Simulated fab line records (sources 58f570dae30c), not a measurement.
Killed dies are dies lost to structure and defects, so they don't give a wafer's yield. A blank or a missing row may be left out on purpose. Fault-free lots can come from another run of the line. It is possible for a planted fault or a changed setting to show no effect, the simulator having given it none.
The tool behind it: which one? :: flow berkeleyCmos170 :: 14 lots, 42 wafers sampled, at 2 steps of a route of 331

## WHAT EACH GAUGE READ, for each wafer
UCB170_PLDD_CD_MEAS_06: target cd 1200 nm.
lot: L921
measured: day 6 01:38
on: cdSem-02
cdNm (nm): 1199.8 1200.3 1200.1

lot: L924
measured: day 6 16:39
on: cdSem-01
cdNm (nm): 1198.6 1197.9 1199.2

lot: L923
measured: day 6 16:31
on: cdSem-01
cdNm (nm): 1200.1 1200.6 1199.2

lot: L925
measured: day 7 05:29
on: cdSem-01
cdNm (nm): 1198.6 1199.9 1199.2

lot: L927
measured: day 7 21:32
on: cdSem-01
cdNm (nm): 1198.5 1197.0 1198.5

lot: L930
measured: day 7 22:11
on: cdSem-01
cdNm (nm): 1202.3 1200.8 1200.0

lot: L929
measured: day 7 22:35
on: cdSem-01
cdNm (nm): 1200.9 1200.7 1201.1

lot: L931
measured: day 8 05:05
on: cdSem-01
cdNm (nm): 1200.9 1201.2 1199.9

lot: L933
measured: day 8 17:52
on: cdSem-01
cdNm (nm): 1202.3 1201.5 1201.6

lot: L934
measured: day 9 00:58
on: cdSem-02
cdNm (nm): 1200.6 1201.7 1200.3

lot: L938
measured: day 9 18:48
on: cdSem-02
cdNm (nm): 1201.3 1199.8 1200.4

lot: L935
measured: day 9 18:31
on: cdSem-02
cdNm (nm): 1200.2 1202.3 1201.5

lot: L936
measured: day 9 19:04
on: cdSem-01
cdNm (nm): 1202.4 1202.5 1202.6

lot: L939
measured: day 9 19:41
on: cdSem-01
cdNm (nm): 1201.7 1200.9 1201.4

## EACH LOT AND THE TOOL THAT RAN IT (in order: tool; ch and the chambers of the sampled wafers; start)
lot: L921
UCB170_NVT_STRIP_08: plasmaAsher-02 ch 0,1, day 5 07:49

lot: L924
UCB170_NVT_STRIP_08: plasmaAsher-02 ch 0,1, day 6 00:50

lot: L923
UCB170_NVT_STRIP_08: plasmaAsher-04 ch 0,1, day 6 00:59

lot: L925
UCB170_NVT_STRIP_08: plasmaAsher-02 ch 0,1, day 6 13:26

lot: L927
UCB170_NVT_STRIP_08: plasmaAsher-02 ch 0,1, day 7 04:41

lot: L930
UCB170_NVT_STRIP_08: plasmaAsher-03 ch 0,1, day 7 04:44

lot: L929
UCB170_NVT_STRIP_08: plasmaAsher-03 ch 0,1, day 7 06:48

lot: L931
UCB170_NVT_STRIP_08: plasmaAsher-03 ch 0,1, day 7 12:34

lot: L933
UCB170_NVT_STRIP_08: plasmaAsher-04 ch 0,1, day 7 20:05

lot: L934
UCB170_NVT_STRIP_08: plasmaAsher-04 ch 0,1, day 8 06:19

lot: L938
UCB170_NVT_STRIP_08: plasmaAsher-02 ch 0,1, day 8 23:08

lot: L935
UCB170_NVT_STRIP_08: plasmaAsher-03 ch 0,1, day 8 23:23

lot: L936
UCB170_NVT_STRIP_08: plasmaAsher-02 ch 1, day 8 23:40

lot: L939
UCB170_NVT_STRIP_08: plasmaAsher-03 ch 0,1, day 9 07:04
- UCB170_NVT_STRIP_08: strips in O2.

## WHAT THE TOOLS THEMSELVES READ (means of the sampled wafers that have a number; where no wafer has one, the mark that the record gives instead)
UCB170_NVT_STRIP_08.
lot: L921
tool: plasmaAsher-02
drypumpMotorCurrentA (A): 6.0
oesProductAu (a.u.): 0.734
stripTimeToEndpointS (s): 21.86

lot: L924
tool: plasmaAsher-02
drypumpMotorCurrentA (A): 6.0
oesProductAu (a.u.): 0.733
stripTimeToEndpointS (s): 21.73

lot: L923
tool: plasmaAsher-04
drypumpMotorCurrentA (A): 5.4
oesProductAu (a.u.): 0.735
stripTimeToEndpointS (s): 21.53

lot: L925
tool: plasmaAsher-02
drypumpMotorCurrentA (A): 6.0
oesProductAu (a.u.): 0.734
stripTimeToEndpointS (s): 21.73

lot: L927
tool: plasmaAsher-02
drypumpMotorCurrentA (A): 6.0
oesProductAu (a.u.): 0.739
stripTimeToEndpointS (s): 21.74

lot: L930
tool: plasmaAsher-03
drypumpMotorCurrentA (A): 5.4
oesProductAu (a.u.): 0.737
stripTimeToEndpointS (s): 21.55

lot: L929
tool: plasmaAsher-03
drypumpMotorCurrentA (A): 5.4
oesProductAu (a.u.): 0.732
stripTimeToEndpointS (s): 21.58

lot: L931
tool: plasmaAsher-03
drypumpMotorCurrentA (A): 5.4
oesProductAu (a.u.): 0.732
stripTimeToEndpointS (s): 21.61

lot: L933
tool: plasmaAsher-04
drypumpMotorCurrentA (A): 5.4
oesProductAu (a.u.): 0.734
stripTimeToEndpointS (s): 21.65

lot: L934
tool: plasmaAsher-04
drypumpMotorCurrentA (A): 5.5
oesProductAu (a.u.): 0.736
stripTimeToEndpointS (s): 21.67

lot: L938
tool: plasmaAsher-02
drypumpMotorCurrentA (A): 5.9
oesProductAu (a.u.): 0.732
stripTimeToEndpointS (s): 21.63

lot: L935
tool: plasmaAsher-03
drypumpMotorCurrentA (A): 5.7
oesProductAu (a.u.): 0.733
stripTimeToEndpointS (s): 21.78

lot: L936
tool: plasmaAsher-02
drypumpMotorCurrentA (A): 6.0
oesProductAu (a.u.): 0.733
stripTimeToEndpointS (s): 21.67

lot: L939
tool: plasmaAsher-03
drypumpMotorCurrentA (A): 5.4
oesProductAu (a.u.): 0.739
stripTimeToEndpointS (s): 21.70

## THE ANSWER, worked out from the rows above alone
Rule: the lots themselves supply what counts as usual. Put in order of their means at a reading, lots are off if they are a third of the lots or fewer, leave a main group of 4 or more, and stand apart from it by a gap of 3 or more times the standard deviation of the main group's means; of several such gaps the widest counts. The tables above print the reading to a certain number of digits; a main group whose means all agree to those digits is not used. A lot without any number at a reading at which 4 lots or more have one is off too. Where the step has rows for the other lots, those lots are counted as sound. The gauges are gone through in route order, then the tools' own readings, and for those a lot's mean is taken as printed above. At the first step where some lot is off, the reading lying furthest off is the one used; lots without a number count as furthest.
Across all readings shown, no lot is off: no conclusion can be drawn from this.

## WHAT THE SIMULATOR HAD INSERTED
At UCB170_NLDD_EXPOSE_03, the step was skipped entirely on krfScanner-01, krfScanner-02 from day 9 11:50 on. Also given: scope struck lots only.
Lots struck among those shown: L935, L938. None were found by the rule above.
